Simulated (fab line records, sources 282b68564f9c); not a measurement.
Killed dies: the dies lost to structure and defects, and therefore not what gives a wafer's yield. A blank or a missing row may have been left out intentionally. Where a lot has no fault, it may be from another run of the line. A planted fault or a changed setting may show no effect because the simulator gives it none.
Which tool is to blame?    flow rit cmos    45 wafers sampled from 15 lots at 1 step of a route of 202

== WHAT EACH GAUGE READ, for each wafer ==
No reading from a measuring or inspecting step in the record can be judged against a usual standard deviation.

== TOOL THAT RAN EACH LOT (tool first, then ch and the chambers of the sampled wafers, then the start) ==
lot   RIT_PSD_PEB_04
L965  litho track-03 ch 0, day 3 03:11
L966  litho track-04 ch 0, day 3 05:17
L967  litho track-03 ch 0, day 3 09:23
L969  litho track-01 ch 0, day 3 19:31
L970  litho track-01 ch 0, day 4 03:11
L971  litho track-03 ch 0, day 4 06:22
L974  litho track-04 ch 0, day 4 20:50
L975  litho track-03 ch 0, day 5 02:34
L976  litho track-01 ch 0, day 5 12:55
L983  litho track-03, day 6 17:46
L984  litho track-03, day 7 00:11
L985  litho track-01, day 7 03:03
L986  litho track-03 ch 0, day 7 10:43
L987  litho track-04 ch 0, day 7 13:34
L988  litho track-01 ch 0, day 7 19:34
- RIT_PSD_PEB_04

== AS READ BY THE TOOLS THEMSELVES (means over the sampled wafers that have a number; for cases with no such wafer, the mark the record gives instead) ==
RIT_PSD_PEB_04.
lot   tool            exhaust pa (Pa)
L965  litho track-03  45.4
L966  litho track-04  45.1
L967  litho track-03  44.9
L969  litho track-01  45.9
L970  litho track-01  45.0
L971  litho track-03  43.3
L974  litho track-04  45.5
L975  litho track-03  45.1
L976  litho track-01  45.8
L983  litho track-03  -
L984  litho track-03  -
L985  litho track-01  -
L986  litho track-03  45.8
L987  litho track-04  45.7
L988  litho track-01  44.3

== THE ANSWER, worked out from the rows above alone ==
Rule: the usual values come from the lots themselves. Put in order of their means at a reading, lots are off if they are a third of the lots or fewer, leave a main group of 4 or more, and stand apart from it by a gap of 3 or more times the standard deviation of the main group's means; of several such gaps the widest counts. The tables above print the reading to a certain number of digits; a main group whose means all agree to those digits is not used. A lot without any number at a reading at which 4 lots or more have one is off too. All remaining lots with rows at the step are treated as sound. First the gauges in route order, then the tools' own readings, where a lot's mean is used as printed above. At the first step where some lot is off, the reading lying furthest off is the one used; lots without a number count as furthest.
Off, at RIT_PSD_PEB_04 on exhaust pa: L983, L984, L985. Without a number there: L983, L984, L985. The main group: mean 45.1 Pa, standard deviation 0.71.
A tool fits if, at that step or a process step before it, it ran every lot that is off, and no sound lot after the first of them. None of those tried fits.

== WHAT THE SIMULATOR HAD PUT IN ==
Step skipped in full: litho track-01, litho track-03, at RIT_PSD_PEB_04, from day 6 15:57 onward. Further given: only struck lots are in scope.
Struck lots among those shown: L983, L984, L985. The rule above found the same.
